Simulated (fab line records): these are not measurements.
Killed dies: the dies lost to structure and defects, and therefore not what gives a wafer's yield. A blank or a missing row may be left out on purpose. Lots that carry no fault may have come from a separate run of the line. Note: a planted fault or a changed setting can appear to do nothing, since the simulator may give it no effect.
fab line records	flow rit_cmos
record lots=5	wafers=15	last_day=7
route steps=202 shown CONTACT@168 M1@184
lots that met no fault: from a run of the same line without faults
start_h: hours from the record's opening day to when the first of the lot's shown wafers began	wait_h: time in hours since the lot's previous step	" unchanged from the row above	L1.1+2: a single row standing in for several wafers	- no value present, or no start provided	* or withheld: withheld	< > ~ a bound
route shown NAME@n: a module of which the file shows steps, and the number in the route of the first	usual: mean and standard deviation over wafers with no fault	same: alike in all rows	chamber/n: place in a boat	sites: readings site by site	_std_site: how widely they spread, as a standard deviation	_edge_site: inner sites' mean taken away from outer sites' mean	radius_mm: for every site, how far away it sits from the centre of the wafer	mask NAME#n: copy n	behind: tool/chamber where the wafer was last shaped	hold: what put the lot on hold/how long, in hours/how the hold closed	device: names the non-switching transistor (n, p or np)	end of line: tests run on the same wafers once the route is complete	for a step that has no rows: nothing shown but its recipe	killed: count of dies lost to structure and defects at first sort (not the wafer's yield)	map: the dies of a wafer, with x for killed, . for not killed, _ for no die there
set.NAME: setting as actually run; set.NAME@STEP: the setting as run at that earlier step	model.NAME: the simulator's own value behind a step, which no gauge read
lots at selected steps of the route; one table per step, one row per wafer
services: when a tool's chamber went out of use (start_h, in hours from the record's first day, below 0 if earlier), for how many hours, and the reason
## steps
# step RIT_CONTACT_CVD_00
# recipe material=SiO2	target_thk_nm=400	precursor=TEOS	temp_c=390	time_s=61	rf_w=400
# usual heater_power_w=299/58
lot.wafer	tool	chamber	start_h	wait_h	heater_power_w
L077.1	pecvd-01	1	72.24	0.1	326
L077.4	"	2	"	"	306
L077.5	"	1	"	"	329
L078.1	pecvd-04	1	79.08	0.1	321
L078.4	"	1	"	"	235
L078.5	"	2	"	"	307
L079.2	pecvd-03	1	82.17	0.0	368
L079.3	"	0	"	"	175
L079.5	"	2	"	"	266
L082.1	pecvd-01	2	100.89	0.1	267
L082.3	"	0	"	"	328
L082.5	"	0	"	"	340
L094.1	pecvd-03	1	158.00	0.1	352
L094.4	"	0	"	"	173
L094.6	"	2	"	"	204
# step RIT_CONTACT_THK_MEAS_01
# recipe reads=SiO2_of_CONTACT_CVD_00
# usual CONTACT_TEOS_THK=400/4.9
lot.wafer	tool	chamber	start_h	wait_h	CONTACT_TEOS_THK[nm]
L077.1	film_metro-04	-	72.30	0.0	392
L077.4	"	-	"	"	402
L077.5	"	-	"	"	402
L078.1	film_metro-01	-	79.13	0.0	397
L078.4	"	-	"	"	400
L078.5	"	-	"	"	403
L079.2	film_metro-04	-	82.23	0.0	398
L079.3	"	-	"	"	400
L079.5	"	-	"	"	403
L082.1	film_metro-03	-	100.94	0.0	396
L082.3	"	-	"	"	396
L082.5	"	-	"	"	398
L094.1	film_metro-04	-	158.05	0.0	402
L094.4	"	-	"	"	407
L094.6	"	-	"	"	406
# step RIT_CONTACT_HMDS_02
# recipe prime_time_s=60	prime_temp_c=140
# usual exhaust_pa=44.9/0.86
lot.wafer	tool	chamber	start_h	wait_h	exhaust_pa
L077.1	litho_track-02	0	72.56	0.2	44.4
L077.4	"	0	"	"	45.7
L077.5	"	0	"	"	45.3
L078.1	litho_track-03	0	79.19	0.1	45.1
L078.4	"	0	"	"	44.9
L078.5	"	0	"	"	45.9
L079.2	litho_track-01	0	82.30	0.1	45.9
L079.3	"	0	"	"	45.9
L079.5	"	0	"	"	46.2
L082.1	litho_track-02	0	101.00	0.1	45.3
L082.3	"	0	"	"	43.2
L082.5	"	0	"	"	44.7
L094.1	litho_track-01	0	158.11	0.1	45.6
L094.4	"	0	"	"	44.0
L094.6	"	0	"	"	44.5
# step RIT_CONTACT_COAT_03
# recipe resist=NOVOLAK	spin_rpm=3250	resist_thk_nm=1000
# usual exhaust_pa=45.1/0.91
lot.wafer	tool	chamber	start_h	wait_h	exhaust_pa
L077.1	litho_track-02	0	72.71	0.1	46.3
L077.4	"	0	"	"	46.6
L077.5	"	0	"	"	46.4
L078.1	litho_track-03	0	79.34	0.1	43.8
L078.4	"	0	"	"	44.3
L078.5	"	0	"	"	44.3
L079.2	litho_track-01	0	82.45	0.1	46.4
L079.3	"	0	"	"	44.1
L079.5	"	0	"	"	45.3
L082.1	litho_track-02	0	101.15	0.1	45.6
L082.3	"	0	"	"	45.7
L082.5	"	0	"	"	45.4
L094.1	litho_track-01	0	158.26	0.1	45.5
L094.4	"	0	"	"	45.3
L094.6	"	0	"	"	46.0
# step RIT_CONTACT_SOFTBAKE_04
# recipe resist=NOVOLAK	temp_c=90	time_s=60
# usual exhaust_pa=45.0/0.99
lot.wafer	tool	chamber	start_h	wait_h	exhaust_pa
L077.1	litho_track-02	0	72.86	0.1	44.7
L077.4	"	0	"	"	45.1
L077.5	"	0	"	"	44.4
L078.1	litho_track-03	0	79.49	0.1	45.4
L078.4	"	0	"	"	44.6
L078.5	"	0	"	"	45.2
L079.2	litho_track-01	0	82.60	0.1	45.0
L079.3	"	0	"	"	45.3
L079.5	"	0	"	"	46.0
L082.1	litho_track-02	0	101.30	0.1	45.6
L082.3	"	0	"	"	44.4
L082.5	"	0	"	"	44.7
L094.1	litho_track-01	0	158.41	0.1	44.9
L094.4	"	0	"	"	45.4
L094.6	"	0	"	"	45.2
# step RIT_CONTACT_EXPOSE_05
# recipe mask_id=M11	na=0.6	source_shape=conventional	sigma_outer=0.5	target_cd_nm=1000	dose_mj=250
# usual stage_vel_mm_s=499.98/0.22
# same na=0.6
lot.wafer	tool	chamber	start_h	wait_h	mask	stage_vel_mm_s
L077.1	iline_stepper-01	0	73.01	0.1	M11#0	499.86
L077.4	"	0	"	"	M11#0	500.14
L077.5	"	0	"	"	M11#0	499.78
L078.1	iline_stepper-02	0	79.77	0.2	M11#0	499.69
L078.4	"	0	"	"	M11#0	499.84
L078.5	"	0	"	"	M11#0	499.91
L079.2	iline_stepper-01	0	82.87	0.2	M11#0	500.45
L079.3	"	0	"	"	M11#0	500.32
L079.5	"	0	"	"	M11#0	500.21
L082.1	iline_stepper-01	0	101.45	0.1	M11#0	499.95
L082.3	"	0	"	"	M11#0	499.87
L082.5	"	0	"	"	M11#0	500.08
L094.1	iline_stepper-02	0	158.56	0.1	M11#0	500.00
L094.4	"	0	"	"	M11#0	499.83
L094.6	"	0	"	"	M11#0	499.83
# step RIT_CONTACT_PEB_06
# recipe resist=NOVOLAK	temp_c=withheld	time_s=withheld
# usual exhaust_pa=44.9/0.91
lot.wafer	tool	chamber	start_h	wait_h	exhaust_pa
L077.1	litho_track-02	0	73.12	0.1	45.4
L077.4	"	0	"	"	44.1
L077.5	"	0	"	"	45.2
L078.1	litho_track-03	0	79.98	0.2	46.1
L078.4	"	0	"	"	44.7
L078.5	"	0	"	"	45.7
L079.2	litho_track-02	0	83.00	0.1	43.7
L079.3	"	0	"	"	44.2
L079.5	"	0	"	"	44.4
L082.1	litho_track-02	0	101.57	0.1	44.1
L082.3	"	0	"	"	44.9
L082.5	"	0	"	"	45.2
L094.1	litho_track-02	0	158.71	0.1	45.0
L094.4	"	0	"	"	44.9
L094.6	"	0	"	"	44.6
# step RIT_CONTACT_DEVELOP_07
# recipe resist=NOVOLAK	develop_time_s=120	dev_temp_c=23
# usual exhaust_pa=45.0/0.98
lot.wafer	tool	chamber	start_h	wait_h	exhaust_pa
L077.1	litho_track-02	0	-	-	46.2
L077.4	"	0	"	"	46.6
L077.5	"	0	"	"	44.3
L078.1	litho_track-03	0	-	-	46.8
L078.4	"	0	"	"	44.8
L078.5	"	0	"	"	46.1
L079.2	litho_track-02	0	-	-	46.7
L079.3	"	0	"	"	44.2
L079.5	"	0	"	"	44.1
L082.1	litho_track-02	0	-	-	44.7
L082.3	"	0	"	"	44.2
L082.5	"	0	"	"	45.2
L094.1	litho_track-02	0	-	-	46.3
L094.4	"	0	"	"	46.3
L094.6	"	0	"	"	45.9
# step RIT_CONTACT_CD_MEAS_08
# recipe target_cd_nm=1000
# usual cd_nm=1000.4/2
lot.wafer	tool	chamber	start_h	wait_h	cd_nm
L077.1	cd_sem-02	-	73.52	-	1000.0
L077.4	"	-	"	"	1001.8
L077.5	"	-	"	"	999.7
L078.1	cd_sem-01	-	80.38	-	1003.4
L078.4	"	-	"	"	1002.8
L078.5	"	-	"	"	1002.5
L079.2	cd_sem-02	-	83.39	-	997.7
L079.3	"	-	"	"	995.7
L079.5	"	-	"	"	998.2
L082.1	cd_sem-02	-	101.97	-	1003.0
L082.3	"	-	"	"	1001.1
L082.5	"	-	"	"	1001.8
L094.1	cd_sem-01	-	159.11	-	998.8
L094.4	"	-	"	"	998.6
L094.6	"	-	"	"	999.7
# step RIT_CONTACT_OVL_MEAS_09
# usual CONTACT_OVL=0.6/1.4
lot.wafer	tool	chamber	start_h	wait_h	CONTACT_OVL[nm]
L077.1	overlay-02	-	73.64	0.1	-0.6
L077.4	"	-	"	"	-0.2
L077.5	"	-	"	"	-1.0
L078.1	overlay-01	-	80.50	0.1	2.7
L078.4	"	-	"	"	2.4
L078.5	"	-	"	"	-0.1
L079.2	overlay-02	-	83.50	0.1	1.8
L079.3	"	-	"	"	-0.7
L079.5	"	-	"	"	0.0
L082.1	overlay-01	-	102.09	0.1	-0.4
L082.3	"	-	"	"	1.5
L082.5	"	-	"	"	1.2
L094.1	overlay-02	-	159.23	0.1	0.1
L094.4	"	-	"	"	1.1
L094.6	"	-	"	"	0.6
# step RIT_CONTACT_HARDBAKE_10
# recipe resist=NOVOLAK	temp_c=140	time_s=60
# usual exhaust_pa=45.3/0.89
lot.wafer	tool	chamber	start_h	wait_h	exhaust_pa
L077.1	litho_track-01	0	73.68	0.0	44.0
L077.4	"	0	"	"	45.9
L077.5	"	0	"	"	45.1
L078.1	litho_track-02	0	80.53	0.0	44.0
L078.4	"	0	"	"	45.9
L078.5	"	0	"	"	45.6
L079.2	litho_track-02	0	83.55	0.0	46.5
L079.3	"	0	"	"	44.2
L079.5	"	0	"	"	44.4
L082.1	litho_track-02	0	102.12	0.0	46.4
L082.3	"	0	"	"	44.7
L082.5	"	0	"	"	45.6
L094.1	litho_track-01	0	159.27	0.0	45.2
L094.4	"	0	"	"	44.1
L094.6	"	0	"	"	45.6
# step RIT_CONTACT_ETCH_11
# recipe target_depth_a=4800	over_etch_frac=0.2	stop_on=TiSi2	chemistry=CHF3/CF4/Ar	target=SiO2	CHF3_flow_sccm=50	cf4_flow_sccm=10	Ar_flow_sccm=100	O2_flow_sccm=5	pressure_mtorr=100	rf_w=200	time_s=320
# usual drypump_motor_current_A=5.9/0.5	oes_product_au=0.989/0.015	throttle_valve_pct=8.85/0.11
lot.wafer	tool	chamber	start_h	wait_h	drypump_motor_current_A	oes_product_au	rf_hours_counter_h	throttle_valve_pct
L077.1	rie_diel-04	1	73.83	0.1	5.9	0.992	39	8.78
L077.4	"	2	"	"	5.6	0.965	143	8.88
L077.5	"	3	"	"	6.4	1.002	-	8.86
L078.1	rie_diel-04	1	80.68	0.1	5.9	0.987	39	8.78
L078.4	"	0	"	"	5.5	0.995	152	9.01
L078.5	"	1	"	"	5.9	0.989	-	8.77
L079.2	rie_diel-02	1	83.68	0.1	5.6	0.996	38	8.95
L079.3	"	2	"	"	6.7	0.962	144	8.79
L079.5	"	1	"	"	5.6	0.985	-	8.94
L082.1	rie_diel-03	2	102.27	0.1	6.5	0.979	82	8.71
L082.3	"	0	"	"	6.7	1.005	5	8.77
L082.5	"	0	"	"	6.7	1.012	-	8.80
L094.1	rie_diel-04	1	159.42	0.1	5.9	0.993	41	8.78
L094.4	"	3	"	"	6.5	1.011	134	8.83
L094.6	"	2	"	"	5.6	0.965	-	8.89
# step RIT_CONTACT_STRIP_12
# recipe chemistry=O2	time_s=180	resist=NOVOLAK	platen_temp_c=withheld	power_w=500	pressure_mtorr=4000	o2_flow_sccm=4000
# usual drypump_motor_current_A=5.92/0.18
lot.wafer	tool	chamber	start_h	wait_h	drypump_motor_current_A	rf_hours_counter_h
L077.1	plasma_asher-03	1	74.02	0.1	6.31	47
L077.4	"	1	"	"	6.30	-
L077.5	"	0	"	"	5.93	-
L078.1	plasma_asher-02	1	80.88	0.1	5.84	43
L078.4	"	1	"	"	5.88	-
L078.5	"	1	"	"	5.86	-
L079.2	plasma_asher-02	1	83.87	0.1	5.86	43
L079.3	"	0	"	"	5.96	-
L079.5	"	0	"	"	5.96	-
L082.1	plasma_asher-02	1	102.47	0.1	5.87	46
L082.3	"	0	"	"	5.97	-
L082.5	"	1	"	"	5.84	-
L094.1	plasma_asher-01	0	159.61	0.1	5.57	5
L094.4	"	0	"	"	5.55	-
L094.6	"	0	"	"	5.59	-
# step RIT_CONTACT_CD_MEAS_90
# recipe target_cd_nm=1000
# usual cd_nm=1000.3/2
lot.wafer	tool	chamber	start_h	wait_h	cd_nm
L077.1	cd_sem-02	-	74.20	0.1	999.5
L077.4	"	-	"	"	1002.0
L077.5	"	-	"	"	1000.2
L078.1	cd_sem-02	-	81.05	0.1	1003.1
L078.4	"	-	"	"	1002.5
L078.5	"	-	"	"	1003.0
L079.2	cd_sem-02	-	84.07	0.1	997.4
L079.3	"	-	"	"	995.5
L079.5	"	-	"	"	998.6
L082.1	cd_sem-02	-	102.64	0.1	1003.2
L082.3	"	-	"	"	1000.7
L082.5	"	-	"	"	1001.2
L094.1	cd_sem-02	-	159.79	0.1	998.8
L094.4	"	-	"	"	997.9
L094.6	"	-	"	"	999.0
# step RIT_CONTACT_CLEAN_13
# recipe chemistry=SC1	mix=3:3:50	time_s=600	temp_c=75
lot.wafer	tool	chamber	start_h	wait_h
L077.1+4+5	wet_bench-02	3	74.32	0.1
L078.1+4+5	wet_bench-02	2	81.17	0.1
L079.2+3+5	wet_bench-01	2	84.17	0.1
L082.1+3+5	wet_bench-02	3	102.76	0.1
L094.1+4+6	wet_bench-01	0	159.91	0.1
# step RIT_CONTACT_CLEAN_14
# recipe chemistry=SC2	mix=3:3:50	time_s=600	temp_c=75	dry=n2_spin
lot.wafer	tool	chamber	start_h	wait_h
L077.1+4+5	wet_bench-04	3	74.49	0.0
L078.1+4+5	wet_bench-04	2	81.35	0.0
L079.2+3+5	wet_bench-04	3	84.36	0.0
L082.1+3+5	wet_bench-04	0	102.95	0.0
L094.1+4+6	wet_bench-04	1	160.08	0.0
# step RIT_M1_SPUTTER_00
# recipe material=Al	target_thk_nm=400	power_w=2000	chamber_pressure_pa=0.4	gas=Ar	time_s=500	substrate_temp_c=25
# usual throttle_valve_pct=29.4/0.87
lot.wafer	tool	chamber	start_h	wait_h	throttle_valve_pct
L077.1	pvd_sputter-02	-	74.67	0.0	27.5
L077.4	"	-	"	"	29.2
L077.5	"	-	"	"	27.3
L078.1	pvd_sputter-01	-	81.52	0.0	30.0
L078.4	"	-	"	"	30.0
L078.5	"	-	"	"	30.1
L079.2	pvd_sputter-02	-	84.53	0.0	27.5
L079.3	"	-	"	"	29.3
L079.5	"	-	"	"	29.5
L082.1	pvd_sputter-02	-	103.14	0.0	29.5
L082.3	"	-	"	"	29.0
L082.5	"	-	"	"	29.6
L094.1	pvd_sputter-02	-	160.27	0.0	29.3
L094.4	"	-	"	"	27.5
L094.6	"	-	"	"	29.5
# step RIT_M1_RS_MEAS_01
# recipe thk_meas_gauge=four-point-probe	reads=Al_of_M1_SPUTTER_00
# usual M1_AL_RS=0.0736/0.00056
lot.wafer	tool	chamber	start_h	wait_h	M1_AL_RS[ohm/sq]
L077.1	film_metro-02	-	74.96	0.1	0.0728
L077.4	"	-	"	"	0.0729
L077.5	"	-	"	"	0.0730
L078.1	film_metro-01	-	81.82	0.1	0.0739
L078.4	"	-	"	"	0.0735
L078.5	"	-	"	"	0.0739
L079.2	film_metro-01	-	84.85	0.2	0.0740
L079.3	"	-	"	"	0.0737
L079.5	"	-	"	"	0.0740
L082.1	film_metro-01	-	103.44	0.1	0.0728
L082.3	"	-	"	"	0.0725
L082.5	"	-	"	"	0.0733
L094.1	film_metro-02	-	160.57	0.1	0.0727
L094.4	"	-	"	"	0.0739
L094.6	"	-	"	"	0.0733
# step RIT_M1_THK_MEAS_02
# recipe thk_meas_gauge=xrf	reads=Al_of_M1_SPUTTER_00
# usual M1_AL_THK=409/4.1
lot.wafer	tool	chamber	start_h	wait_h	M1_AL_THK[nm]
L077.1	film_metro-02	-	75.08	0.1	414
L077.4	"	-	"	"	417
L077.5	"	-	"	"	416
L078.1	film_metro-01	-	81.94	0.1	409
L078.4	"	-	"	"	410
L078.5	"	-	"	"	410
L079.2	film_metro-01	-	84.96	0.1	409
L079.3	"	-	"	"	410
L079.5	"	-	"	"	408
L082.1	film_metro-01	-	103.56	0.1	413
L082.3	"	-	"	"	415
L082.5	"	-	"	"	409
L094.1	film_metro-02	-	160.69	0.1	414
L094.4	"	-	"	"	407
L094.6	"	-	"	"	410
# step RIT_M1_HMDS_03
# recipe prime_time_s=60	prime_temp_c=140
# usual exhaust_pa=44.9/0.86
lot.wafer	tool	chamber	start_h	wait_h	exhaust_pa
L077.1	litho_track-04	0	75.21	0.1	44.9
L077.4	"	0	"	"	44.2
L077.5	"	0	"	"	46.0
L078.1	litho_track-03	0	82.00	0.1	43.6
L078.4	"	0	"	"	46.9
L078.5	"	0	"	"	43.6
L079.2	litho_track-04	0	85.07	0.1	45.6
L079.3	"	0	"	"	45.2
L079.5	"	0	"	"	44.3
L082.1	litho_track-04	0	103.70	0.1	45.2
L082.3	"	0	"	"	45.5
L082.5	"	0	"	"	44.5
L094.1	litho_track-03	0	160.75	0.1	45.2
L094.4	"	0	"	"	45.6
L094.6	"	0	"	"	45.2
# step RIT_M1_COAT_04
# recipe resist=NOVOLAK	spin_rpm=2000	resist_thk_nm=1300
# usual exhaust_pa=44.9/0.91
lot.wafer	tool	chamber	start_h	wait_h	exhaust_pa
L077.1	litho_track-04	0	75.36	0.1	44.3
L077.4	"	0	"	"	44.8
L077.5	"	0	"	"	42.9
L078.1	litho_track-03	0	82.15	0.1	45.7
L078.4	"	0	"	"	44.5
L078.5	"	0	"	"	44.8
L079.2	litho_track-04	0	85.22	0.1	44.9
L079.3	"	0	"	"	45.2
L079.5	"	0	"	"	45.1
L082.1	litho_track-04	0	103.85	0.1	46.0
L082.3	"	0	"	"	45.0
L082.5	"	0	"	"	43.7
L094.1	litho_track-03	0	160.90	0.1	43.4
L094.4	"	0	"	"	44.0
L094.6	"	0	"	"	44.3
# step RIT_M1_SOFTBAKE_05
# recipe resist=NOVOLAK	temp_c=90	time_s=60
# usual exhaust_pa=45.0/0.84
lot.wafer	tool	chamber	start_h	wait_h	exhaust_pa
L077.1	litho_track-04	0	75.51	0.1	46.3
L077.4	"	0	"	"	45.4
L077.5	"	0	"	"	46.7
L078.1	litho_track-03	0	82.30	0.1	42.9
L078.4	"	0	"	"	44.7
L078.5	"	0	"	"	44.4
L079.2	litho_track-04	0	85.37	0.1	44.9
L079.3	"	0	"	"	44.4
L079.5	"	0	"	"	44.1
L082.1	litho_track-04	0	104.00	0.1	45.8
L082.3	"	0	"	"	45.8
L082.5	"	0	"	"	47.5
L094.1	litho_track-03	0	161.05	0.1	44.9
L094.4	"	0	"	"	43.9
L094.6	"	0	"	"	46.9
# step RIT_M1_EXPOSE_06
# recipe mask_id=M12	na=0.6	source_shape=conventional	sigma_outer=0.5	target_cd_nm=2600	dose_mj=250
# usual stage_vel_mm_s=499.96/0.25
# same na=0.6
lot.wafer	tool	chamber	start_h	wait_h	mask	stage_vel_mm_s
L077.1	iline_stepper-01	0	75.79	0.2	M12#0	499.95
L077.4	"	0	"	"	M12#0	500.15
L077.5	"	0	"	"	M12#0	499.65
L078.1	iline_stepper-02	0	82.57	0.2	M12#0	499.84
L078.4	"	0	"	"	M12#0	500.63
L078.5	"	0	"	"	M12#0	500.04
L079.2	iline_stepper-01	0	85.64	0.2	M12#0	499.50
L079.3	"	0	"	"	M12#0	499.75
L079.5	"	0	"	"	M12#0	499.98
L082.1	iline_stepper-01	0	104.27	0.2	M12#0	500.15
L082.3	"	0	"	"	M12#0	499.80
L082.5	"	0	"	"	M12#0	499.87
L094.1	iline_stepper-01	0	161.32	0.2	M12#0	500.06
L094.4	"	0	"	"	M12#0	499.86
L094.6	"	0	"	"	M12#0	500.23
# step RIT_M1_PEB_07
# recipe resist=NOVOLAK	temp_c=withheld	time_s=withheld
# usual exhaust_pa=44.8/0.78
lot.wafer	tool	chamber	start_h	wait_h	exhaust_pa
L077.1	litho_track-04	0	75.90	0.1	44.1
L077.4	"	0	"	"	44.6
L077.5	"	0	"	"	44.4
L078.1	litho_track-04	0	82.69	0.1	44.2
L078.4	"	0	"	"	44.5
L078.5	"	0	"	"	44.2
L079.2	litho_track-04	0	85.81	0.1	44.1
L079.3	"	0	"	"	45.6
L079.5	"	0	"	"	44.2
L082.1	litho_track-04	0	104.39	0.1	44.7
L082.3	"	0	"	"	45.5
L082.5	"	0	"	"	44.5
L094.1	litho_track-03	0	161.44	0.1	46.9
L094.4	"	0	"	"	44.2
L094.6	"	0	"	"	44.8
# step RIT_M1_DEVELOP_08
# recipe resist=NOVOLAK	develop_time_s=68	dev_temp_c=23
# usual exhaust_pa=44.9/0.87
lot.wafer	tool	chamber	start_h	wait_h	exhaust_pa
L077.1	litho_track-04	0	-	-	44.9
L077.4	"	0	"	"	45.3
L077.5	"	0	"	"	45.2
L078.1	litho_track-04	0	-	-	44.2
L078.4	"	0	"	"	44.1
L078.5	"	0	"	"	43.8
L079.2	litho_track-04	0	-	-	44.4
L079.3	"	0	"	"	44.4
L079.5	"	0	"	"	44.6
L082.1	litho_track-04	0	-	-	45.9
L082.3	"	0	"	"	45.4
L082.5	"	0	"	"	44.5
L094.1	litho_track-03	0	-	-	44.7
L094.4	"	0	"	"	44.9
L094.6	"	0	"	"	44.7
# step RIT_M1_CD_MEAS_09
# recipe target_cd_nm=2600
# usual cd_nm=2600.7/1.6
lot.wafer	tool	chamber	start_h	wait_h	cd_nm
L077.1	cd_sem-01	-	76.22	-	2600.8
L077.4	"	-	"	"	2601.9
L077.5	"	-	"	"	2600.2
L078.1	cd_sem-01	-	83.00	-	2599.5
L078.4	"	-	"	"	2599.7
L078.5	"	-	"	"	2599.6
L079.2	cd_sem-01	-	86.11	-	2601.9
L079.3	"	-	"	"	2599.7
L079.5	"	-	"	"	2600.2
L082.1	cd_sem-02	-	104.70	-	2601.8
L082.3	"	-	"	"	2599.5
L082.5	"	-	"	"	2602.6
L094.1	cd_sem-01	-	161.75	-	2598.3
L094.4	"	-	"	"	2598.3
L094.6	"	-	"	"	2599.6
# step RIT_M1_OVL_MEAS_10
# usual M1_OVL=-1.2/1.3
lot.wafer	tool	chamber	start_h	wait_h	M1_OVL[nm]
L077.1	overlay-02	-	76.34	0.1	-0.9
L077.4	"	-	"	"	0.0
L077.5	"	-	"	"	-0.7
L078.1	overlay-01	-	83.12	0.1	0.2
L078.4	"	-	"	"	-1.0
L078.5	"	-	"	"	-1.3
L079.2	overlay-02	-	86.22	0.1	-0.7
L079.3	"	-	"	"	-2.5
L079.5	"	-	"	"	-2.6
L082.1	overlay-02	-	104.82	0.1	1.1
L082.3	"	-	"	"	1.3
L082.5	"	-	"	"	1.2
L094.1	overlay-02	-	161.87	0.1	-1.1
L094.4	"	-	"	"	-2.7
L094.6	"	-	"	"	-2.1
# step RIT_M1_HARDBAKE_11
# recipe resist=NOVOLAK	temp_c=140	time_s=120
# usual exhaust_pa=45.0/0.85
lot.wafer	tool	chamber	start_h	wait_h	exhaust_pa
L077.1	litho_track-04	0	76.47	0.1	46.7
L077.4	"	0	"	"	45.6
L077.5	"	0	"	"	45.5
L078.1	litho_track-01	0	83.16	0.0	45.0
L078.4	"	0	"	"	44.6
L078.5	"	0	"	"	44.7
L079.2	litho_track-04	0	86.29	0.1	44.1
L079.3	"	0	"	"	45.1
L079.5	"	0	"	"	43.5
L082.1	litho_track-01	0	104.86	0.0	44.5
L082.3	"	0	"	"	44.2
L082.5	"	0	"	"	44.8
L094.1	litho_track-03	0	161.91	0.0	45.6
L094.4	"	0	"	"	45.9
L094.6	"	0	"	"	45.2
# step RIT_M1_METAL_ETCH_12
# recipe stop_on=SiO2	chemistry=Cl2/BCl3	target=Al	time_s=165	over_etch_frac=0.5	pressure_mtorr=100	target_depth_a=6000	rf_w=250	Cl2_flow_sccm=60	bcl3_flow_sccm=50
# usual drypump_motor_current_A=5.9/0.54	oes_product_au=0.779/0.016	throttle_valve_pct=8.27/0.1
lot.wafer	tool	chamber	start_h	wait_h	drypump_motor_current_A	oes_product_au	rf_hours_counter_h	throttle_valve_pct
L077.1	rie_metal-03	1	76.72	0.2	6.2	0.788	35	8.29
L077.4	"	0	"	"	6.0	0.774	-	8.41
L077.5	"	0	"	"	6.0	0.775	-	8.39
L078.1	rie_metal-02	0	83.41	0.2	6.3	0.802	1	8.10
L078.4	"	1	"	"	6.1	0.752	-	8.22
L078.5	"	1	"	"	6.2	0.750	-	8.22
L079.2	rie_metal-01	1	86.50	0.2	6.2	0.779	4	8.19
L079.3	"	1	"	"	6.2	0.784	-	8.18
L079.5	"	1	"	"	6.2	0.794	-	8.20
L082.1	rie_metal-03	1	105.11	0.2	6.2	0.790	35	8.28
L082.3	"	1	"	"	6.2	0.790	-	8.28
L082.5	"	0	"	"	6.0	0.769	-	8.42
L094.1	rie_metal-03	0	162.16	0.2	6.0	0.804	0	8.41
L094.4	"	1	"	"	6.2	0.776	-	8.29
L094.6	"	1	"	"	6.2	0.770	-	8.29
# step RIT_M1_STRIP_13
# recipe chemistry=nmp	resist=NOVOLAK	temp_c=80	time_s=600	dry=n2_spin
lot.wafer	tool	chamber	start_h	wait_h
L077.1+4+5	wet_bench-02	1	76.88	0.1
L078.1+4+5	wet_bench-04	1	83.57	0.1
L079.2+3+5	wet_bench-04	3	86.67	0.1
L082.1+3+5	wet_bench-03	0	105.27	0.1
L094.1+4+6	wet_bench-02	0	162.32	0.1
# step RIT_M1_STRIP_14
# recipe chemistry=O2	time_s=180	platen_temp_c=withheld	power_w=500	pressure_mtorr=4000	o2_flow_sccm=4000
# usual drypump_motor_current_A=5.90/0.24
lot.wafer	tool	chamber	start_h	wait_h	drypump_motor_current_A	rf_hours_counter_h
L077.1	plasma_asher-04	0	77.05	0.0	6.30	28
L077.4	"	1	"	"	5.56	-
L077.5	"	1	"	"	5.59	-
L078.1	plasma_asher-01	1	83.74	0.0	6.06	40
L078.4	"	1	"	"	6.07	-
L078.5	"	1	"	"	6.09	-
L079.2	plasma_asher-02	1	86.84	0.0	5.90	44
L079.3	"	1	"	"	5.87	-
L079.5	"	1	"	"	5.88	-
L082.1	plasma_asher-02	0	105.62	0.0	5.96	46
L082.3	"	0	"	"	5.95	-
L082.5	"	0	"	"	5.94	-
L094.1	plasma_asher-02	0	162.50	0.0	5.94	53
L094.4	"	0	"	"	5.94	-
L094.6	"	0	"	"	5.94	-
# step RIT_M1_CD_MEAS_90
# recipe target_cd_nm=2600
# usual cd_nm=2600.1/1.9
lot.wafer	tool	chamber	start_h	wait_h	cd_nm
L077.1	cd_sem-02	-	77.23	0.1	2601.0
L077.4	"	-	"	"	2600.8
L077.5	"	-	"	"	2599.2
L078.1	cd_sem-01	-	83.92	0.1	2598.7
L078.4	"	-	"	"	2598.6
L078.5	"	-	"	"	2600.2
L079.2	cd_sem-02	-	87.04	0.1	2601.6
L079.3	"	-	"	"	2598.9
L079.5	"	-	"	"	2598.8
L082.1	cd_sem-01	-	105.79	0.1	2599.8
L082.3	"	-	"	"	2598.4
L082.5	"	-	"	"	2601.1
L094.1	cd_sem-01	-	162.67	0.1	2597.2
L094.4	"	-	"	"	2597.9
L094.6	"	-	"	"	2597.6
# step RIT_M1_ANNEAL_15
# recipe temp_c=450	time_s=1800	ambient=forming_gas_H2N2
# usual tube_center_temp_C=450/0.041
lot.wafer	tool	chamber	start_h	wait_h	tube_center_temp_C
L077.1	furnace-02	0	77.35	0.1	449.91
L077.4	"	0	"	"	450.05
L077.5	"	0	"	"	450.01
L078.1	furnace-02	0	84.04	0.1	450.02
L078.4	"	0	"	"	450.05
L078.5	"	0	"	"	450.05
L079.2	furnace-02	0	87.14	0.1	450.03
L079.3	"	0	"	"	450
L079.5	"	0	"	"	450
L082.1	furnace-02	0	106.36	0.5	449.94
L082.3	"	0	"	"	450.05
L082.5	"	0	"	"	449.98
L094.1	furnace-02	0	162.79	0.1	449.98
L094.4	"	0	"	"	450.04
L094.6	"	0	"	"	450.02
# step RIT_M1_BOW_MEAS_16
# recipe mode=bow
# usual M1_BOW=17/7.2
lot.wafer	tool	chamber	start_h	wait_h	M1_BOW[um]
L077.1	film_metro-02	-	78.85	0.0	22
L077.4	"	-	"	"	20
L077.5	"	-	"	"	23
L078.1	film_metro-01	-	85.54	0.0	25
L078.4	"	-	"	"	14
L078.5	"	-	"	"	19
L079.2	film_metro-02	-	88.66	0.0	16
L079.3	"	-	"	"	24
L079.5	"	-	"	"	13
L082.1	film_metro-02	-	107.86	0.0	22
L082.3	"	-	"	"	20
L082.5	"	-	"	"	14
L094.1	film_metro-01	-	164.29	0.0	25
L094.4	"	-	"	"	7
L094.6	"	-	"	"	31
## services
tool	chamber	start_h	hours	kind
rie_diel-02	1	50.83	7.6	repair
rie_diel-03	0	53.04	12.4	repair
rie_metal-02	-	53.05	2.8	pm
wet_bench-04	-	53.49	1.7	repair
iline_stepper-01	-	54.58	11.4	repair
pecvd-01	-	59.05	5.5	pm
pecvd-03	-	62.97	1.3	repair
iline_stepper-02	-	77.11	1.7	pm
plasma_asher-04	-	84.26	1.3	repair
rie_metal-02	1	84.95	27.4	repair
plasma_asher-04	-	103.48	2.8	pm
rie_diel-02	3	105.16	7.2	repair
iline_stepper-02	-	106.80	2.1	pm
wet_bench-04	-	108.73	0.5	repair
plasma_asher-01	-	108.75	9.0	pm
rie_diel-02	1	109.64	7.4	repair
rie_metal-01	1	113.16	18.3	repair
rie_metal-03	-	115.71	0.7	repair
iline_stepper-01	-	125.10	6.2	repair
rie_metal-03	-	136.12	20.0	pm
plasma_asher-03	-	147.35	23.8	pm
wet_bench-04	-	147.53	5.1	repair
iline_stepper-01	-	150.53	9.9	repair
plasma_asher-04	-	158.75	0.6	repair
## key
fault none
